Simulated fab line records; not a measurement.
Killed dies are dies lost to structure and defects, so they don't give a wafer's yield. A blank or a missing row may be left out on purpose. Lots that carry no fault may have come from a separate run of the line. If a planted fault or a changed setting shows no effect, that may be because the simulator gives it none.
The same fault as seen by 2 desks :: flow rit-cmos :: what lay behind the numbers comes last; until then each desk has only its own

== FROM THE METROLOGY DESK ==
What the gauges read, lot by lot, whatever tool the lot ran on: means of the sampled wafers that have a number. The brackets show how far a lot's mean lies from the usual mean; more than 4 standard deviations puts the lot out of limits, marked OUT.
Columns: A = PLDD_TW at RIT_PLDD_TW_MEAS_10, usual 2349; B = SPACER_NITRIDE_THK at RIT_SPACER_THK_MEAS_04, usual 249.4 nm; C = NSD_OVL at RIT_NSD_OVL_MEAS_06, usual 0.4 nm
lot: L544
first seen here: day 3 06:16
A: 2378
B: 248.0
C: -0.0

lot: L556
first seen here: day 5 09:47
A: 2358
B: 252.2
C: 0.9

lot: L560
first seen here: day 6 06:43
A: 2333
B: 251.7
C: 1.0

lot: L561
first seen here: day 6 15:56
A: 2334
B: 251.4
C: 1.3

lot: L564
first seen here: day 7 09:45
A: 2342
B: 250.6
C: 1.2

lot: L565
first seen here: day 7 16:39
A: 2374
B: 248.1
C: 0.2
Finding of this desk: none of the 6 lots has anything out of limits.

== THE TOOL OWNER'S DESK: litho-track-02 ==
At RIT_NSD_SOFTBAKE_02 (time 60 s), the tool's own readings, given per lot that ran on this tool as the mean of the sampled wafers with a number. The brackets show how far a lot's mean lies from the usual mean; more than 4 standard deviations puts the lot out of limits, marked OUT.
Columns: A = heater-power-total-W at RIT_NSD_SOFTBAKE_02, usual 34.57 W; B = plate-temp-C at RIT_NSD_SOFTBAKE_02, usual 89.99 C
lot: L544
first seen here: day 3 09:08
A: 34.60
B: 90.05

lot: L560
first seen here: day 6 09:34
A: 33.26 (-26) OUT
B: 87.57 (-20) OUT

lot: L561
first seen here: day 6 18:47
A: 33.28 (-26) OUT
B: 87.54 (-20) OUT
This desk finds L560, L561 out of limits, L560 being first, at day 6 09:34 (heater-power-total-W at RIT_NSD_SOFTBAKE_02). In limits: L544.

== ALL TOGETHER ==
The tool owner's desk could have raised an alarm at day 6 09:34, on L560, L561.
Nothing out of limits was seen by the metrology desk.
The metrology desk holds a record of L560, L561, inside its limits.
All the named lots went through RIT_NSD_SOFTBAKE_02 on litho-track-02.

== WHAT THE SIMULATOR HAD INSERTED ==
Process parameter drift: litho-track-02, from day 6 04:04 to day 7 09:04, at RIT_NSD_SOFTBAKE_02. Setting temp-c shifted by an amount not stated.
Struck lots among those shown: L560, L561.
Delay in hours, fault start to first out-of-limits reading, by desk: the tool owner's desk at 6.
